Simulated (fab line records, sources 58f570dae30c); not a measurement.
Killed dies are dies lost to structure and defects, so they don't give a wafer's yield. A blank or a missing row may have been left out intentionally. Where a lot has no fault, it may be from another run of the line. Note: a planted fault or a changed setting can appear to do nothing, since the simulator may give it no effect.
Matching of chambers :: flow berkeley-cmos170 :: 4 sister chambers for UCB170_M2_ETCH_17 on rie-diel-03
The step etches BARC in N2/H2. 20 wafers are shown with their chamber, then 10 later ones without.

WAFERS, EACH WITH ITS CHAMBER
wafer: L074.3
chamber: 1
drypump-motor-current-A (A): 6.5
throttle-valve-pct (%): 13.38
oes-product-au (a.u.): 0.980

wafer: L074.4
chamber: 2
drypump-motor-current-A (A): 5.8
throttle-valve-pct (%): 13.36
oes-product-au (a.u.): 1.008

wafer: L074.6
chamber: 0
drypump-motor-current-A (A): 6.0
throttle-valve-pct (%): 13.13
oes-product-au (a.u.): 1.047

wafer: L077.1
chamber: 1
drypump-motor-current-A (A): 6.5
throttle-valve-pct (%): 13.38
oes-product-au (a.u.): 0.972

wafer: L077.2
chamber: 2
drypump-motor-current-A (A): 5.9
throttle-valve-pct (%): 13.36
oes-product-au (a.u.): 1.008

wafer: L077.6
chamber: 1
drypump-motor-current-A (A): 6.5
throttle-valve-pct (%): 13.38
oes-product-au (a.u.): 0.967

wafer: L081.1
chamber: 3
drypump-motor-current-A (A): 4.8
throttle-valve-pct (%): 13.53
oes-product-au (a.u.): 1.019

wafer: L081.3
chamber: 1
drypump-motor-current-A (A): 6.5
throttle-valve-pct (%): 13.37
oes-product-au (a.u.): 0.978

wafer: L081.4
chamber: 2
drypump-motor-current-A (A): 5.8
throttle-valve-pct (%): 13.36
oes-product-au (a.u.): 1.007

wafer: L082.2
chamber: 2
drypump-motor-current-A (A): 5.9
throttle-valve-pct (%): 13.39
oes-product-au (a.u.): 1.000

wafer: L082.4
chamber: 0
drypump-motor-current-A (A): 6.0
throttle-valve-pct (%): 13.15
oes-product-au (a.u.): 1.026

wafer: L082.5
chamber: 2
drypump-motor-current-A (A): 5.8
throttle-valve-pct (%): 13.37
oes-product-au (a.u.): 1.016

wafer: L086.3
chamber: 3
drypump-motor-current-A (A): 4.8
throttle-valve-pct (%): 13.54
oes-product-au (a.u.): 1.025

wafer: L086.5
chamber: 0
drypump-motor-current-A (A): 6.0
throttle-valve-pct (%): 13.15
oes-product-au (a.u.): 1.038

wafer: L086.6
chamber: 3
drypump-motor-current-A (A): 4.8
throttle-valve-pct (%): 13.54
oes-product-au (a.u.): 1.029

wafer: L084.1
chamber: 2
drypump-motor-current-A (A): 5.9
throttle-valve-pct (%): 13.37
oes-product-au (a.u.): 1.012

wafer: L084.2
chamber: 0
drypump-motor-current-A (A): 6.0
throttle-valve-pct (%): 13.14
oes-product-au (a.u.): 1.045

wafer: L084.5
chamber: 2
drypump-motor-current-A (A): 5.8
throttle-valve-pct (%): 13.38
oes-product-au (a.u.): 1.012

wafer: L088.1
chamber: 2
drypump-motor-current-A (A): 5.8
throttle-valve-pct (%): 13.37
oes-product-au (a.u.): 1.011

wafer: L088.4
chamber: 3
drypump-motor-current-A (A): 4.9
throttle-valve-pct (%): 13.53
oes-product-au (a.u.): 1.028

SIGNATURES (averages over the wafers above)
reading: drypump-motor-current-A
chamber 0: 6.000
chamber 1: 6.500
chamber 2: 5.838
chamber 3: 4.825
scatter within a chamber: 0.0405

reading: throttle-valve-pct
chamber 0: 13.1425
chamber 1: 13.3775
chamber 2: 13.3700
chamber 3: 13.5350
scatter within a chamber: 0.00884

reading: oes-product-au
chamber 0: 1.03900
chamber 1: 0.97425
chamber 2: 1.00925
chamber 3: 1.02525
scatter within a chamber: 0.00609
Rule: for each reading, subtract the chamber's mean from the wafer's reading, divide by that reading's scatter and square the result; add these up over the readings and take the root, which gives the wafer's distance from the chamber. The wafer belongs to the nearest chamber; if the next one is less than 2 further off, it can't be placed. How the scatter is found: for the shown wafers, subtract from each reading the mean of its chamber, square and add these, divide the total by (wafers less chambers), then take the root.

WAFERS WHOSE CHAMBER IS MISSING
wafer: L088.5
drypump-motor-current-A (A): 6.0
throttle-valve-pct (%): 13.14
oes-product-au (a.u.): 1.046

wafer: L092.1
drypump-motor-current-A (A): 5.8
throttle-valve-pct (%): 13.38
oes-product-au (a.u.): 1.013

wafer: L092.2
drypump-motor-current-A (A): 6.5
throttle-valve-pct (%): 13.38
oes-product-au (a.u.): 0.981

wafer: L092.6
drypump-motor-current-A (A): 4.9
throttle-valve-pct (%): 13.53
oes-product-au (a.u.): 1.031

wafer: L095.2
drypump-motor-current-A (A): 5.9
throttle-valve-pct (%): 13.38
oes-product-au (a.u.): 0.999

wafer: L095.3
drypump-motor-current-A (A): 4.9
throttle-valve-pct (%): 13.53
oes-product-au (a.u.): 1.019

wafer: L095.5
drypump-motor-current-A (A): 6.0
throttle-valve-pct (%): 13.14
oes-product-au (a.u.): 1.032

wafer: L094.3
drypump-motor-current-A (A): 5.9
throttle-valve-pct (%): 13.37
oes-product-au (a.u.): 1.009

wafer: L094.4
drypump-motor-current-A (A): 6.0
throttle-valve-pct (%): 13.16
oes-product-au (a.u.): 1.029

wafer: L094.5
drypump-motor-current-A (A): 4.8
throttle-valve-pct (%): 13.53
oes-product-au (a.u.): 1.022

WHICH CHAMBER EACH ONE RAN IN
wafer: L088.5
from the rows above: 0
in truth: 0

wafer: L092.1
from the rows above: 2
in truth: 2

wafer: L092.2
from the rows above: 1
in truth: 1

wafer: L092.6
from the rows above: 3
in truth: 3

wafer: L095.2
from the rows above: 2
in truth: 2

wafer: L095.3
from the rows above: 3
in truth: 3

wafer: L095.5
from the rows above: 0
in truth: 0

wafer: L094.3
from the rows above: 2
in truth: 2

wafer: L094.4
from the rows above: 0
in truth: 0

wafer: L094.5
from the rows above: 3
in truth: 3
Correct placement for 10 of the 10. From these rows, 0 cannot be placed. 0 placed wrongly.
